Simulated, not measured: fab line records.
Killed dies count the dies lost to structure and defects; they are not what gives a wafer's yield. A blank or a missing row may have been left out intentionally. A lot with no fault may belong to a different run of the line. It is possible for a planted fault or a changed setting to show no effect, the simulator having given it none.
fab line records	flow rit-cmos	part 1 of 2: steps 1 to 32 of 43
record lots=5	wafers=15	last-day=7
route steps=202 shown PLDD@117 SPACER@125 NSD@131 PSD@142 SDANNEAL@153
lots that met no fault: from a run of the same line without faults
start-h: start of the lot's first displayed wafer, in hours after the record's first day	wait-h: how many hours have passed since the lot's step before this one	" identical to the entry in the row above	L1.1+2: one row covering several wafers at once	- value missing, or start not given	* or withheld: withheld	< > ~ a bound
route shown NAME@n: NAME is a module with steps in the file, n the number in the route of the first one	usual: the fault-free wafers' mean and standard deviation	same: alike in all rows	chamber/n: place in a boat	sites: the reading at each site	_std_site: the values' standard deviation	_edge_site: outer sites' mean less inner sites'	radius-mm: for every site, how far away it sits from the centre of the wafer	mask NAME#n: copy n	behind: the tool/chamber that last shaped the wafer	hold: why the lot went on hold/how many hours it stayed there/how the hold came to an end	device: whichever transistor did not switch (one of n, p or np)	end of line: the route-end tests of the same wafers	a step without rows: its recipe alone	killed: dies that structure and defects cost at the first sort, which is not the same as the wafer's yield	map: per-die view of a wafer (x killed, . not killed, _ where there is no die)
set.NAME: setting as actually run; set.NAME@STEP: the setting as run at that earlier step	model.NAME: the simulator's own value behind a step, which no gauge read
lots at selected steps of the route; one table per step, one row per wafer
services: when a tool's chamber went out of use (start-h, in hours from the record's first day, below 0 if earlier), for how many hours, and the reason
## steps
# step RIT_PLDD_EXPOSE_03
# recipe mask-id=M8	na=0.57	target-cd-nm=40900	dose-mj=250
# usual reticle-temp-C=22.99/0.11
lot.wafer	tool	chamber	start-h	wait-h	mask	reticle-temp-C
L077.1	iline-stepper-01	0	60.54	0.2	M8#0	22.78
L077.2	"	0	"	"	M8#0	22.99
L077.3	"	0	"	"	M8#0	23.01
L081.3	iline-stepper-02	0	86.52	0.1	M8#0	23.00
L081.4	"	0	"	"	M8#0	23.16
L081.6	"	0	"	"	M8#0	23.21
L088.1	iline-stepper-02	0	133.53	0.2	M8#0	23.01
L088.5	"	0	"	"	M8#0	22.98
L088.6	"	0	"	"	M8#0	22.98
L092.1	iline-stepper-02	0	150.48	0.2	M8#0	23.03
L092.2	"	0	"	"	M8#0	22.95
L092.4	"	0	"	"	M8#0	23.04
L095.1	iline-stepper-01	0	157.35	0.3	M8#0	22.93
L095.3	"	0	"	"	M8#0	22.93
L095.5	"	0	"	"	M8#0	23.07
# step RIT_PLDD_PEB_04
# recipe resist=NOVOLAK	temp-c=withheld	time-s=withheld
lot.wafer	tool	chamber	start-h	wait-h
L077.1+2+3	litho-track-01	0	60.66	0.1
L081.3+4+6	litho-track-03	0	86.65	0.1
L088.1+5+6	litho-track-03	0	133.64	0.1
L092.1+2+4	litho-track-02	0	150.59	0.1
L095.1+3+5	litho-track-02	0	157.47	0.1
# step RIT_PLDD_DEVELOP_05
# recipe resist=NOVOLAK	develop-time-s=50	dev-temp-c=23
lot.wafer	tool	chamber	start-h	wait-h
L077.1+2+3	litho-track-01	0	-	-
L081.3+4+6	litho-track-03	0	-	-
L088.1+5+6	litho-track-03	0	-	-
L092.1+2+4	litho-track-02	0	-	-
L095.1+3+5	litho-track-02	0	-	-
# step RIT_PLDD_OVL_MEAS_06
# usual PLDD_OVL=-1.6/1.5
lot.wafer	tool	chamber	start-h	wait-h	PLDD_OVL[nm]
L077.1	overlay-02	-	60.94	-	-2.1
L077.2	"	-	"	"	-3.1
L077.3	"	-	"	"	-3.2
L081.3	overlay-02	-	86.89	-	-0.7
L081.4	"	-	"	"	-1.4
L081.6	"	-	"	"	-0.9
L088.1	overlay-01	-	133.93	-	1.1
L088.5	"	-	"	"	1.6
L088.6	"	-	"	"	1.9
L092.1	overlay-01	-	150.88	-	-0.8
L092.2	"	-	"	"	0.6
L092.4	"	-	"	"	0.9
L095.1	overlay-02	-	157.75	-	-0.1
L095.3	"	-	"	"	-2.0
L095.5	"	-	"	"	0.3
# step RIT_PLDD_HARDBAKE_07
# recipe resist=NOVOLAK	temp-c=140	time-s=60
# usual heater-power-total-W=62.55/0.051
lot.wafer	tool	chamber	start-h	wait-h	heater-power-total-W
L077.1	litho-track-03	0	60.98	0.0	62.50
L077.2	"	0	"	"	62.55
L077.3	"	0	"	"	62.47
L081.3	litho-track-03	0	86.97	0.1	62.56
L081.4	"	0	"	"	62.61
L081.6	"	0	"	"	62.61
L088.1	litho-track-02	0	133.96	0.0	62.53
L088.5	"	0	"	"	62.50
L088.6	"	0	"	"	62.60
L092.1	litho-track-03	0	151.04	0.2	62.48
L092.2	"	0	"	"	62.54
L092.4	"	0	"	"	62.51
L095.1	litho-track-01	0	157.79	0.0	62.53
L095.3	"	0	"	"	62.52
L095.5	"	0	"	"	62.57
# step RIT_PLDD_IMPLANT_08
# recipe species=BF2	energy-kev=20	dose-cm2=9e+14	tilt-deg=7
# usual beam-on-s=10.00/0.19
lot.wafer	tool	chamber	start-h	wait-h	beam-on-s
L077.1	implanter-02	0	61.13	0.1	10.22
L077.2	"	0	"	"	9.78
L077.3	"	0	"	"	10.15
L081.3	implanter-03	0	87.12	0.1	10.01
L081.4	"	0	"	"	10.07
L081.6	"	0	"	"	9.96
L088.1	implanter-02	0	134.11	0.1	9.98
L088.5	"	0	"	"	10.10
L088.6	"	0	"	"	10.21
L092.1	implanter-04	0	151.19	0.1	10.13
L092.2	"	0	"	"	9.97
L092.4	"	0	"	"	10.25
L095.1	implanter-03	0	157.94	0.1	9.65
L095.3	"	0	"	"	10.00
L095.5	"	0	"	"	10.23
# step RIT_PLDD_STRIP_09
# recipe chemistry=O2	time-s=180	resist=NOVOLAK	platen-temp-c=withheld	power-w=500	pressure-mtorr=4000	o2-flow-sccm=4000
# usual drypump-motor-current-A=5.8/0.59
lot.wafer	tool	chamber	start-h	wait-h	drypump-motor-current-A	rf-hours-counter-h
L077.1	plasma-asher-02	0	61.28	0.1	6.6	43
L077.2	"	1	"	"	6.3	43
L077.3	"	0	"	"	6.6	-
L081.3	plasma-asher-04	1	87.28	0.1	5.2	-
L081.4	"	0	"	"	5.3	-
L081.6	"	1	"	"	5.2	-
L088.1	plasma-asher-03	0	134.26	0.1	6.0	30
L088.5	"	1	"	"	6.4	-
L088.6	"	0	"	"	6.0	-
L092.1	plasma-asher-04	1	151.34	0.1	5.1	47
L092.2	"	0	"	"	5.3	47
L092.4	"	0	"	"	5.3	-
L095.1	plasma-asher-02	0	158.09	0.1	6.6	53
L095.3	"	0	"	"	6.6	-
L095.5	"	1	"	"	6.3	-
# step RIT_PLDD_TW_MEAS_10
# usual PLDD_TW=2333/13
lot.wafer	tool	chamber	start-h	wait-h	PLDD_TW
L077.1	film-metro-02	-	61.45	0.1	2334
L077.2	"	-	"	"	2340
L077.3	"	-	"	"	2340
L081.3	film-metro-04	-	87.41	0.1	2332
L081.4	"	-	"	"	2328
L081.6	"	-	"	"	2317
L088.1	film-metro-01	-	134.44	0.1	2333
L088.5	"	-	"	"	2328
L088.6	"	-	"	"	2320
L092.1	film-metro-01	-	151.52	0.1	2320
L092.2	"	-	"	"	2331
L092.4	"	-	"	"	2326
L095.1	film-metro-04	-	158.26	0.1	2316
L095.3	"	-	"	"	2324
L095.5	"	-	"	"	2321
# step RIT_SPACER_CLEAN_00
# recipe chemistry=SC1	mix=3:3:50	time-s=600	temp-c=75
lot.wafer	tool	chamber	start-h	wait-h
L077.1+2+3	wet-bench-02	0	61.51	0.1
L081.3+4+6	wet-bench-03	0	87.45	0.0
L088.1+5+6	wet-bench-03	3	134.50	0.1
L092.1+2+4	wet-bench-02	1	151.58	0.1
L095.1+3+5	wet-bench-03	2	158.32	0.1
# step RIT_SPACER_CLEAN_01
# recipe chemistry=dHF	dilution=50:1	time-s=30
lot.wafer	tool	chamber	start-h	wait-h
L077.1+2+3	wet-bench-03	2	61.69	0.0
L081.3+4+6	wet-bench-02	2	87.63	0.0
L088.1+5+6	wet-bench-04	0	134.67	0.0
L092.1+2+4	wet-bench-04	0	151.75	0.0
L095.1+3+5	wet-bench-04	1	158.53	0.0
# step RIT_SPACER_CLEAN_02
# recipe chemistry=SC2	mix=3:3:50	time-s=600	temp-c=75	dry=n2-spin
lot.wafer	tool	chamber	start-h	wait-h
L077.1+2+3	wet-bench-04	0	61.70	0.0
L081.3+4+6	wet-bench-04	0	87.64	0.0
L088.1+5+6	wet-bench-02	2	134.69	0.0
L092.1+2+4	wet-bench-03	2	151.77	0.0
L095.1+3+5	wet-bench-02	1	158.55	0.0
# step RIT_SPACER_CVD_03
# recipe material=Si3N4	target-thk-nm=250	temp-c=810	precursor=SiH2Cl2/NH3	time-s=3300	pressure-mtorr=308.2	sih2cl2-flow-sccm=60	nh3-flow-sccm=150
# usual zone-power-centre-pct=39.3/2.4
lot.wafer	tool	chamber	start-h	wait-h	zone-power-centre-pct
L077.1	lpcvd-01	1	61.90	0.0	37.2
L077.2	"	1	"	"	37.3
L077.3	"	1	"	"	38.0
L081.3	lpcvd-01	0	87.82	0.0	41.9
L081.4	"	0	"	"	41.6
L081.6	"	0	"	"	41.9
L088.1	lpcvd-02	0	134.88	0.0	39.5
L088.5	"	0	"	"	39.5
L088.6	"	0	"	"	39.4
L092.1	lpcvd-01	0	151.96	0.0	41.7
L092.2	"	0	"	"	42.2
L092.4	"	0	"	"	42.3
L095.1	lpcvd-01	0	160.16	1.4	41.3
L095.3	"	0	"	"	42.0
L095.5	"	0	"	"	43.0
# step RIT_SPACER_THK_MEAS_04
# recipe reads=Si3N4_of_SPACER_CVD_03
# usual SPACER_NITRIDE_THK=251.2/2.7
lot.wafer	tool	chamber	start-h	wait-h	SPACER_NITRIDE_THK[nm]
L077.1	film-metro-02	-	63.81	0.0	257.0
L077.2	"	-	"	"	257.6
L077.3	"	-	"	"	255.6
L081.3	film-metro-04	-	89.76	0.0	251.8
L081.4	"	-	"	"	251.7
L081.6	"	-	"	"	251.9
L088.1	film-metro-02	-	136.80	0.0	251.6
L088.5	"	-	"	"	250.8
L088.6	"	-	"	"	253.8
L092.1	film-metro-03	-	153.88	0.0	252.6
L092.2	"	-	"	"	254.1
L092.4	"	-	"	"	253.9
L095.1	film-metro-04	-	162.07	0.0	246.7
L095.3	"	-	"	"	246.2
L095.5	"	-	"	"	248.7
# step RIT_SPACER_ETCHBACK_05
# recipe target-depth-a=2500	SF6_flow_sccm=30	CHF3_flow_sccm=30	target=Si3N4	chemistry=SF6/CHF3	pressure-mtorr=40	rf-w=250	time-s=240	stop-on=SiO2
# usual drypump-motor-current-A=5.8/0.4	oes-product-au=0.842/0.013	throttle-valve-pct=10.26/0.11
lot.wafer	tool	chamber	start-h	wait-h	drypump-motor-current-A	oes-product-au	rf-hours-counter-h	throttle-valve-pct
L077.1	rie-diel-04	2	63.87	0.1	5.6	0.872	30	10.35
L077.2	"	0	"	"	5.8	0.854	55	10.37
L077.3	"	3	"	"	5.6	0.833	8	10.36
L081.3	rie-diel-02	0	89.80	0.0	5.9	0.850	8	10.41
L081.4	"	1	"	"	6.5	0.841	1	10.09
L081.6	"	0	"	"	5.9	0.848	-	10.41
L088.1	rie-diel-04	0	136.86	0.1	5.7	0.842	56	10.37
L088.5	"	1	"	"	5.0	0.852	-	10.39
L088.6	"	2	"	"	5.6	0.851	-	10.35
L092.1	rie-diel-02	3	153.94	0.1	5.3	0.835	15	10.11
L092.2	"	2	"	"	5.7	0.866	136	10.25
L092.4	"	0	"	"	5.9	0.842	9	10.41
L095.1	rie-diel-02	3	162.13	0.1	5.3	0.830	15	10.11
L095.3	"	2	"	"	5.8	0.843	136	10.25
L095.5	"	0	"	"	5.9	0.836	-	10.40
# step RIT_NSD_HMDS_00
# recipe prime-time-s=60	prime-temp-c=140
lot.wafer	tool	chamber	start-h	wait-h
L077.1+2+3	litho-track-04	0	64.02	0.1
L081.3+4+6	litho-track-04	0	90.00	0.1
L088.1+5+6	litho-track-03	0	137.49	0.6
L092.1+2+4	litho-track-04	0	154.09	0.1
L095.1+3+5	litho-track-02	0	162.53	0.3
# step RIT_NSD_COAT_01
# recipe resist=NOVOLAK	spin-rpm=3250	resist-thk-nm=1000
lot.wafer	tool	chamber	start-h	wait-h
L077.1+2+3	litho-track-04	0	64.17	0.1
L081.3+4+6	litho-track-04	0	90.15	0.1
L088.1+5+6	litho-track-03	0	137.64	0.1
L092.1+2+4	litho-track-04	0	154.24	0.1
L095.1+3+5	litho-track-02	0	162.68	0.1
# step RIT_NSD_SOFTBAKE_02
# recipe resist=NOVOLAK	temp-c=90	time-s=60
# usual heater-power-total-W=34.57/0.051
lot.wafer	tool	chamber	start-h	wait-h	heater-power-total-W
L077.1	litho-track-04	0	64.32	0.1	34.64
L077.2	"	0	"	"	34.62
L077.3	"	0	"	"	34.52
L081.3	litho-track-04	0	90.30	0.1	34.51
L081.4	"	0	"	"	34.55
L081.6	"	0	"	"	34.65
L088.1	litho-track-03	0	137.79	0.1	34.57
L088.5	"	0	"	"	34.56
L088.6	"	0	"	"	34.58
L092.1	litho-track-04	0	154.39	0.1	34.57
L092.2	"	0	"	"	34.49
L092.4	"	0	"	"	34.66
L095.1	litho-track-02	0	162.83	0.1	34.52
L095.3	"	0	"	"	34.55
L095.5	"	0	"	"	34.60
# step RIT_NSD_EXPOSE_03
# recipe mask-id=M9	na=0.57	target-cd-nm=40700	dose-mj=250
# usual reticle-temp-C=22.98/0.11
lot.wafer	tool	chamber	start-h	wait-h	mask	reticle-temp-C
L077.1	iline-stepper-02	0	64.47	0.1	M9#0	22.94
L077.2	"	0	"	"	M9#0	23.07
L077.3	"	0	"	"	M9#0	22.88
L081.3	iline-stepper-02	0	90.44	0.1	M9#0	23.19
L081.4	"	0	"	"	M9#0	23.04
L081.6	"	0	"	"	M9#0	23.09
L088.1	iline-stepper-01	0	138.06	0.2	M9#0	23.02
L088.5	"	0	"	"	M9#0	22.93
L088.6	"	0	"	"	M9#0	22.86
L092.1	iline-stepper-01	0	154.54	0.1	M9#0	22.94
L092.2	"	0	"	"	M9#0	22.94
L092.4	"	0	"	"	M9#0	23.13
L095.1	iline-stepper-02	0	162.98	0.1	M9#0	22.95
L095.3	"	0	"	"	M9#0	22.98
L095.5	"	0	"	"	M9#0	23.02
# step RIT_NSD_PEB_04
# recipe resist=NOVOLAK	temp-c=withheld	time-s=withheld
lot.wafer	tool	chamber	start-h	wait-h
L077.1+2+3	litho-track-04	0	64.59	0.1
L081.3+4+6	litho-track-02	0	90.56	0.1
L088.1+5+6	litho-track-04	0	138.35	0.3
L092.1+2+4	litho-track-04	0	154.66	0.1
L095.1+3+5	litho-track-03	0	163.37	0.4
# step RIT_NSD_DEVELOP_05
# recipe resist=NOVOLAK	develop-time-s=50	dev-temp-c=23
lot.wafer	tool	chamber	start-h	wait-h
L077.1+2+3	litho-track-04	0	-	-
L081.3+4+6	litho-track-02	0	-	-
L088.1+5+6	litho-track-04	0	-	-
L092.1+2+4	litho-track-04	0	-	-
L095.1+3+5	litho-track-03	0	-	-
# step RIT_NSD_OVL_MEAS_06
# usual NSD_OVL=-1.0/1.3
lot.wafer	tool	chamber	start-h	wait-h	NSD_OVL[nm]
L077.1	overlay-02	-	64.87	-	-1.2
L077.2	"	-	"	"	-0.7
L077.3	"	-	"	"	-0.6
L081.3	overlay-01	-	90.81	-	-1.7
L081.4	"	-	"	"	-2.4
L081.6	"	-	"	"	-1.7
L088.1	overlay-01	-	138.63	-	-0.1
L088.5	"	-	"	"	-1.6
L088.6	"	-	"	"	0.5
L092.1	overlay-02	-	154.94	-	-3.0
L092.2	"	-	"	"	-2.5
L092.4	"	-	"	"	-1.5
L095.1	overlay-02	-	163.65	-	-0.2
L095.3	"	-	"	"	-1.5
L095.5	"	-	"	"	-0.8
# step RIT_NSD_HARDBAKE_07
# recipe resist=NOVOLAK	temp-c=140	time-s=60
# usual heater-power-total-W=62.55/0.044
lot.wafer	tool	chamber	start-h	wait-h	heater-power-total-W
L077.1	litho-track-04	0	64.91	0.0	62.53
L077.2	"	0	"	"	62.57
L077.3	"	0	"	"	62.52
L081.3	litho-track-03	0	90.88	0.1	62.54
L081.4	"	0	"	"	62.64
L081.6	"	0	"	"	62.62
L088.1	litho-track-04	0	138.88	0.2	62.49
L088.5	"	0	"	"	62.53
L088.6	"	0	"	"	62.60
L092.1	litho-track-03	0	155.10	0.2	62.56
L092.2	"	0	"	"	62.58
L092.4	"	0	"	"	62.52
L095.1	litho-track-04	0	163.90	0.2	62.54
L095.3	"	0	"	"	62.59
L095.5	"	0	"	"	62.56
# step RIT_NSD_IMPLANT_08
# recipe species=P	energy-kev=25	dose-cm2=1e+15	tilt-deg=7
# usual beam-on-s=9.98/0.2
lot.wafer	tool	chamber	start-h	wait-h	beam-on-s
L077.1	implanter-03	0	65.06	0.1	9.99
L077.2	"	0	"	"	9.81
L077.3	"	0	"	"	9.68
L081.3	implanter-01	0	91.03	0.1	9.95
L081.4	"	0	"	"	9.98
L081.6	"	0	"	"	10.21
L088.1	implanter-01	0	139.03	0.1	10.00
L088.5	"	0	"	"	10.09
L088.6	"	0	"	"	10.03
L092.1	implanter-03	0	155.25	0.1	9.96
L092.2	"	0	"	"	9.99
L092.4	"	0	"	"	10.06
L095.1	implanter-01	0	164.05	0.1	9.74
L095.3	"	0	"	"	9.61
L095.5	"	0	"	"	9.98
# step RIT_NSD_STRIP_09
# recipe chemistry=O2	time-s=180	resist=NOVOLAK	platen-temp-c=withheld	power-w=500	pressure-mtorr=4000	o2-flow-sccm=4000
# usual drypump-motor-current-A=5.7/0.43
lot.wafer	tool	chamber	start-h	wait-h	drypump-motor-current-A	rf-hours-counter-h
L077.1	plasma-asher-01	1	65.21	0.1	5.5	44
L077.2	"	0	"	"	5.8	44
L077.3	"	0	"	"	5.8	-
L081.3	plasma-asher-03	1	91.19	0.1	6.4	-
L081.4	"	0	"	"	6.0	-
L081.6	"	1	"	"	6.5	-
L088.1	plasma-asher-04	1	139.18	0.1	5.2	46
L088.5	"	0	"	"	5.3	-
L088.6	"	1	"	"	5.2	-
L092.1	plasma-asher-03	1	155.40	0.1	6.4	33
L092.2	"	0	"	"	6.0	33
L092.4	"	1	"	"	6.4	-
L095.1	plasma-asher-01	0	164.20	0.1	5.8	5
L095.3	"	0	"	"	5.8	-
L095.5	"	0	"	"	5.8	-
# step RIT_NSD_TW_MEAS_10
# usual NSD_TW=3105/18
lot.wafer	tool	chamber	start-h	wait-h	NSD_TW
L077.1	film-metro-02	-	65.38	0.1	3113
L077.2	"	-	"	"	3114
L077.3	"	-	"	"	3115
L081.3	film-metro-04	-	91.33	0.1	3112
L081.4	"	-	"	"	3095
L081.6	"	-	"	"	3095
L088.1	film-metro-04	-	139.36	0.1	3064
L088.5	"	-	"	"	3089
L088.6	"	-	"	"	3094
L092.1	film-metro-01	-	155.58	0.1	3083
L092.2	"	-	"	"	3079
L092.4	"	-	"	"	3081
L095.1	film-metro-04	-	164.37	0.1	3068
L095.3	"	-	"	"	3076
L095.5	"	-	"	"	3087
# step RIT_PSD_HMDS_00
# recipe prime-time-s=60	prime-temp-c=140
lot.wafer	tool	chamber	start-h	wait-h
L077.1+2+3	litho-track-04	0	65.44	0.1
L081.3+4+6	litho-track-04	0	91.42	0.1
L088.1+5+6	litho-track-01	0	139.80	0.4
L092.1+2+4	litho-track-03	0	155.70	0.1
L095.1+3+5	litho-track-04	0	164.43	0.1
# step RIT_PSD_COAT_01
# recipe resist=NOVOLAK	spin-rpm=3250	resist-thk-nm=1000
lot.wafer	tool	chamber	start-h	wait-h
L077.1+2+3	litho-track-04	0	65.59	0.1
L081.3+4+6	litho-track-04	0	91.57	0.1
L088.1+5+6	litho-track-01	0	139.95	0.1
L092.1+2+4	litho-track-03	0	155.85	0.1
L095.1+3+5	litho-track-04	0	164.58	0.1
# step RIT_PSD_SOFTBAKE_02
# recipe resist=NOVOLAK	temp-c=90	time-s=60
# usual heater-power-total-W=34.56/0.051
lot.wafer	tool	chamber	start-h	wait-h	heater-power-total-W
L077.1	litho-track-04	0	65.74	0.1	34.48
L077.2	"	0	"	"	34.52
L077.3	"	0	"	"	34.56
L081.3	litho-track-04	0	91.72	0.1	34.60
L081.4	"	0	"	"	34.58
L081.6	"	0	"	"	34.55
L088.1	litho-track-01	0	140.10	0.1	34.49
L088.5	"	0	"	"	34.46
L088.6	"	0	"	"	34.55
L092.1	litho-track-03	0	156.00	0.1	34.51
L092.2	"	0	"	"	34.60
L092.4	"	0	"	"	34.64
L095.1	litho-track-04	0	164.73	0.1	34.62
L095.3	"	0	"	"	34.54
L095.5	"	0	"	"	34.54
# step RIT_PSD_EXPOSE_03
# recipe mask-id=M10	na=0.57	target-cd-nm=40900	dose-mj=250
# usual reticle-temp-C=23.01/0.096
lot.wafer	tool	chamber	start-h	wait-h	mask	reticle-temp-C
L077.1	iline-stepper-02	0	65.89	0.1	M10#0	22.97
L077.2	"	0	"	"	M10#0	23.02
L077.3	"	0	"	"	M10#0	23.05
L081.3	iline-stepper-01	0	91.98	0.2	M10#0	23.01
L081.4	"	0	"	"	M10#0	23.17
L081.6	"	0	"	"	M10#0	22.98
L088.1	iline-stepper-02	0	140.25	0.1	M10#0	23.12
L088.5	"	0	"	"	M10#0	23.18
L088.6	"	0	"	"	M10#0	23.12
L092.1	iline-stepper-02	0	156.28	0.2	M10#0	23.05
L092.2	"	0	"	"	M10#0	22.88
L092.4	"	0	"	"	M10#0	22.96
L095.1	iline-stepper-01	0	164.88	0.1	M10#0	23.19
L095.3	"	0	"	"	M10#0	23.12
L095.5	"	0	"	"	M10#0	23.11
# step RIT_PSD_PEB_04
# recipe resist=NOVOLAK	temp-c=withheld	time-s=withheld
lot.wafer	tool	chamber	start-h	wait-h
L077.1+2+3	litho-track-04	0	66.01	0.1
L081.3+4+6	litho-track-04	0	92.11	0.1
L088.1+5+6	litho-track-04	0	140.81	0.5
L092.1+2+4	litho-track-04	0	156.41	0.1
L095.1+3+5	litho-track-01	0	165.00	0.1
# step RIT_PSD_DEVELOP_05
# recipe resist=NOVOLAK	develop-time-s=50	dev-temp-c=23
lot.wafer	tool	chamber	start-h	wait-h
L077.1+2+3	litho-track-04	0	-	-
L081.3+4+6	litho-track-04	0	-	-
L088.1+5+6	litho-track-04	0	-	-
L092.1+2+4	litho-track-04	0	-	-
L095.1+3+5	litho-track-01	0	-	-
# step RIT_PSD_OVL_MEAS_06
# usual PSD_OVL=-0.7/1.4
lot.wafer	tool	chamber	start-h	wait-h	PSD_OVL[nm]
L077.1	overlay-01	-	66.29	-	3.3
L077.2	"	-	"	"	1.2
L077.3	"	-	"	"	1.5
L081.3	overlay-02	-	92.35	-	-0.5
L081.4	"	-	"	"	0.7
L081.6	"	-	"	"	-0.7
L088.1	overlay-02	-	141.09	-	0.5
L088.5	"	-	"	"	-0.4
L088.6	"	-	"	"	-0.7
L092.1	overlay-02	-	156.69	-	-1.6
L092.2	"	-	"	"	-1.8
L092.4	"	-	"	"	-1.2
L095.1	overlay-02	-	165.28	-	-0.2
L095.3	"	-	"	"	-0.3
L095.5	"	-	"	"	-2.7
